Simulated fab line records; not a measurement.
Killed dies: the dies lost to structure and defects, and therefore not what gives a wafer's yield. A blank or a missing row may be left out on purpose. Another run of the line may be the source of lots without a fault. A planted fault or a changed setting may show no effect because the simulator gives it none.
fab line records / flow rit_cmos
record: lots: 5 wafers: 23
route steps=202 shown CONTACT@175
start_h: start of the lot's first displayed wafer, in hours after the record's first day / wait_h: hours since the lot's step before / " identical to the entry in the row above / L1.1+2: a row that stands for several wafers / - either no value or no given start / * or withheld: withheld / < > ~ a bound
route shown NAME@n: names a module that has steps shown in the file, with the first one's number in the route / usual: mean/standard deviation taken from wafers without a fault / same: alike in all rows / chamber/n: place in a boat / sites: the reading at each site / _std_site: the values' standard deviation / _edge_site: outer sites' mean less inner sites' / radius_mm: for every site, how far away it sits from the centre of the wafer / mask NAME#n: copy n / behind: the last tool/chamber to shape the wafer / hold: cause of the lot's hold/its duration in hours/its outcome / device: the n, p or np transistor that did not switch / end of line: at the end of the route, the tests of the same wafers / where a step has no rows: the recipe by itself / killed: count of dies lost to structure and defects at first sort (not the wafer's yield) / map: a wafer's dies, marking killed ones x, the rest . and places with no die _
set.NAME: the setting the step ran with; set.NAME@STEP: the setting that earlier step ran with / model.NAME: the simulator's own value behind a step, which no gauge read
lots whose settings were changed on purpose; a table a step, a row a wafer
== steps ==
step: RIT_CONTACT_DEVELOP_07
recipe: resist: NOVOLAK develop_time_s: 120 dev_temp_c: 23
lot.wafer=L076.2+4 tool=litho_track-03 chamber=0 start_h=- wait_h=- set.develop_time_s=112.7
lot.wafer=L076.3+5+6 tool=litho_track-03 chamber=0 start_h=- wait_h=- set.develop_time_s=120
lot.wafer=L077.2+4+6 tool=litho_track-04 chamber=0 start_h=- wait_h=- set.develop_time_s=120
lot.wafer=L080.1+2+3+4+5 tool=litho_track-01 chamber=0 start_h=- wait_h=- set.develop_time_s=120
lot.wafer=L081.1+3+4+5+6 tool=litho_track-04 chamber=0 start_h=- wait_h=- set.develop_time_s=120
lot.wafer=L083.1+2+5 tool=litho_track-03 chamber=0 start_h=- wait_h=- set.develop_time_s=120
lot.wafer=L083.3+6 tool=litho_track-03 chamber=0 start_h=- wait_h=- set.develop_time_s=115.2
step: RIT_CONTACT_ETCH_11
recipe: target_depth_a: 4800 over_etch_frac: 0.2 stop_on: TiSi2 chemistry: CHF3/CF4/Ar target: SiO2 CHF3_flow_sccm: 50 cf4_flow_sccm: 10 Ar_flow_sccm: 100 O2_flow_sccm: 5 pressure_mtorr: 100 rf_w: 200 time_s: 320
lot.wafer=L076.2 tool=rie_diel-04 chamber=3 start_h=67.03 wait_h=0.1 set.over_etch_frac=0.2 set.develop_time_s@CONTACT_DEVELOP_07=112.7 model.CONTACT.cd_nm=987.2
lot.wafer=L076.3 tool=rie_diel-04 chamber=2 start_h=67.03 wait_h=0.1 set.over_etch_frac=0.1755 set.develop_time_s@CONTACT_DEVELOP_07=120 model.CONTACT.cd_nm=995.2
lot.wafer=L076.4 tool=rie_diel-04 chamber=1 start_h=67.03 wait_h=0.1 set.over_etch_frac=0.2 set.develop_time_s@CONTACT_DEVELOP_07=112.7 model.CONTACT.cd_nm=989.1
lot.wafer=L076.5 tool=rie_diel-04 chamber=3 start_h=67.03 wait_h=0.1 set.over_etch_frac=0.1755 set.develop_time_s@CONTACT_DEVELOP_07=120 model.CONTACT.cd_nm=996.1
lot.wafer=L076.6 tool=rie_diel-04 chamber=0 start_h=67.03 wait_h=0.1 set.over_etch_frac=0.2 set.develop_time_s@CONTACT_DEVELOP_07=120 model.CONTACT.cd_nm=996.3
lot.wafer=L077.2 tool=rie_diel-01 chamber=1 start_h=69.57 wait_h=0.1 set.over_etch_frac=0.2 set.develop_time_s@CONTACT_DEVELOP_07=120 model.CONTACT.cd_nm=1000
lot.wafer=L077.4 tool=rie_diel-01 chamber=3 start_h=69.57 wait_h=0.1 set.over_etch_frac=0.2 set.develop_time_s@CONTACT_DEVELOP_07=120 model.CONTACT.cd_nm=998.8
lot.wafer=L077.6 tool=rie_diel-01 chamber=3 start_h=69.57 wait_h=0.1 set.over_etch_frac=0.2 set.develop_time_s@CONTACT_DEVELOP_07=120 model.CONTACT.cd_nm=1002
lot.wafer=L080.1 tool=rie_diel-03 chamber=2 start_h=87.19 wait_h=0.1 set.over_etch_frac=0.2 set.develop_time_s@CONTACT_DEVELOP_07=120 model.CONTACT.cd_nm=995.2
lot.wafer=L080.2 tool=rie_diel-03 chamber=1 start_h=87.19 wait_h=0.1 set.over_etch_frac=0.2432 set.develop_time_s@CONTACT_DEVELOP_07=120 model.CONTACT.cd_nm=996.1
lot.wafer=L080.3 tool=rie_diel-03 chamber=0 start_h=87.19 wait_h=0.1 set.over_etch_frac=0.2 set.develop_time_s@CONTACT_DEVELOP_07=120 model.CONTACT.cd_nm=994.8
lot.wafer=L080.4 tool=rie_diel-03 chamber=1 start_h=87.19 wait_h=0.1 set.over_etch_frac=0.2432 set.develop_time_s@CONTACT_DEVELOP_07=120 model.CONTACT.cd_nm=993
lot.wafer=L080.5 tool=rie_diel-03 chamber=0 start_h=87.19 wait_h=0.1 set.over_etch_frac=0.2432 set.develop_time_s@CONTACT_DEVELOP_07=120 model.CONTACT.cd_nm=994.4
lot.wafer=L081.1 tool=rie_diel-04 chamber=0 start_h=87.67 wait_h=0.1 set.over_etch_frac=0.2411 set.develop_time_s@CONTACT_DEVELOP_07=120 model.CONTACT.cd_nm=1001
lot.wafer=L081.3+6 tool=rie_diel-04 chamber=2,0 start_h=87.67 wait_h=0.1 set.over_etch_frac=0.2 set.develop_time_s@CONTACT_DEVELOP_07=120 model.CONTACT.cd_nm=1001
lot.wafer=L081.4 tool=rie_diel-04 chamber=3 start_h=87.67 wait_h=0.1 set.over_etch_frac=0.2411 set.develop_time_s@CONTACT_DEVELOP_07=120 model.CONTACT.cd_nm=1000
lot.wafer=L081.5 tool=rie_diel-04 chamber=3 start_h=87.67 wait_h=0.1 set.over_etch_frac=0.2 set.develop_time_s@CONTACT_DEVELOP_07=120 model.CONTACT.cd_nm=999.5
lot.wafer=L083.1 tool=rie_diel-04 chamber=2 start_h=101.82 wait_h=0.1 set.over_etch_frac=0.2 set.develop_time_s@CONTACT_DEVELOP_07=120 model.CONTACT.cd_nm=1001
lot.wafer=L083.2 tool=rie_diel-04 chamber=3 start_h=101.82 wait_h=0.1 set.over_etch_frac=0.2 set.develop_time_s@CONTACT_DEVELOP_07=120 model.CONTACT.cd_nm=1002
lot.wafer=L083.3 tool=rie_diel-04 chamber=0 start_h=101.82 wait_h=0.1 set.over_etch_frac=0.2 set.develop_time_s@CONTACT_DEVELOP_07=115.2 model.CONTACT.cd_nm=1000
lot.wafer=L083.5 tool=rie_diel-04 chamber=2 start_h=101.82 wait_h=0.1 set.over_etch_frac=0.2161 set.develop_time_s@CONTACT_DEVELOP_07=120 model.CONTACT.cd_nm=1003
lot.wafer=L083.6 tool=rie_diel-04 chamber=1 start_h=101.82 wait_h=0.1 set.over_etch_frac=0.2161 set.develop_time_s@CONTACT_DEVELOP_07=115.2 model.CONTACT.cd_nm=998.4
== key ==
split: step: RIT_CONTACT_DEVELOP_07 setting: develop_time_s stated: 120 by: wafer
response: step: RIT_CONTACT_ETCH_11 reading: model.CONTACT.cd_nm change: +1.11 per: 1% r: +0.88
split: step: RIT_CONTACT_ETCH_11 setting: over_etch_frac stated: 0.2 by: wafer
response none clear
